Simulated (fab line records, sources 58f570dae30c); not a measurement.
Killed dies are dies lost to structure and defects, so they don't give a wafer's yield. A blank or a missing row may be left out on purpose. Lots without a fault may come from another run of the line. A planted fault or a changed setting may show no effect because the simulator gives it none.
Chamber matching | flow berkeley_cmos170 | UCB170_V1_ETCH_14 on rie_diel-01: 4 sister chambers
The step etches SiO2 in CHF3/CF4/Ar, stops on Al, target depth 1250 nm, time 291 s. 14 wafers are shown with their chamber, then 7 later ones without.

WAFERS WITH THEIR CHAMBER
wafer  | chamber | drypump_motor_current_A (A) | throttle_valve_pct (%) | oes_product_au (a.u.)
L400.3 | 0       | 5.9                         | 6.99                   | 0.850
L400.5 | 0       | 5.9                         | 6.98                   | 0.856
L400.6 | 1       | 5.8                         | 6.74                   | 0.853
L406.1 | 3       | 5.9                         | 6.95                   | 0.893
L406.4 | 0       | 5.9                         | 6.99                   | 0.853
L406.6 | 0       | 5.9                         | 6.99                   | 0.860
L405.2 | 2       | 6.5                         | 6.90                   | 0.900
L405.5 | 1       | 5.8                         | 6.76                   | 0.848
L405.6 | 2       | 6.5                         | 6.90                   | 0.897
L415.2 | 2       | 6.5                         | 6.92                   | 0.903
L415.4 | 1       | 5.8                         | 6.74                   | 0.853
L415.6 | 2       | 6.4                         | 6.91                   | 0.900
L416.2 | 2       | 6.4                         | 6.91                   | 0.890
L416.4 | 1       | 5.8                         | 6.75                   | 0.848

SIGNATURES (means of the wafers above)
reading                 | chamber 0 | chamber 1 | chamber 2 | chamber 3 | scatter within a chamber
drypump_motor_current_A | 5.900     | 5.800     | 6.460     | 5.900     | 0.0346
throttle_valve_pct      | 6.9875    | 6.7475    | 6.9080    | 6.9500    | 0.00794
oes_product_au          | 0.85475   | 0.85050   | 0.89800   | 0.89300   | 0.00422
Rule: a wafer's distance from a chamber is the root of the sum, over the readings, of the square of ((its reading less the chamber's mean) divided by the reading's scatter). The wafer belongs to the nearest chamber; if the next one is less than 2 further off, it can't be placed. The scatter: the root of (the sum of the squares of (reading less its chamber's mean) over the shown wafers, divided by (wafers less chambers)).

WAFERS WITHOUT THEIR CHAMBER
wafer  | drypump_motor_current_A (A) | throttle_valve_pct (%) | oes_product_au (a.u.)
L416.6 | 5.9                         | 6.97                   | 0.895
L417.1 | 5.8                         | 6.75                   | 0.844
L417.2 | 6.3                         | 6.92                   | 0.903
L417.6 | 5.9                         | 6.99                   | 0.866
L420.1 | 6.4                         | 6.90                   | 0.900
L420.3 | 5.9                         | 7.01                   | 0.853
L420.4 | 5.8                         | 6.74                   | 0.844

WHICH CHAMBER EACH WENT THROUGH
wafer  | from the rows above | in truth
L416.6 | 3                   | 3
L417.1 | 1                   | 1
L417.2 | 2                   | 2
L417.6 | 0                   | 0
L420.1 | 2                   | 2
L420.3 | 0                   | 0
L420.4 | 1                   | 1
Placed correctly: 7 of 7. Can't be placed from these rows: 0. Placed wrongly: 0.
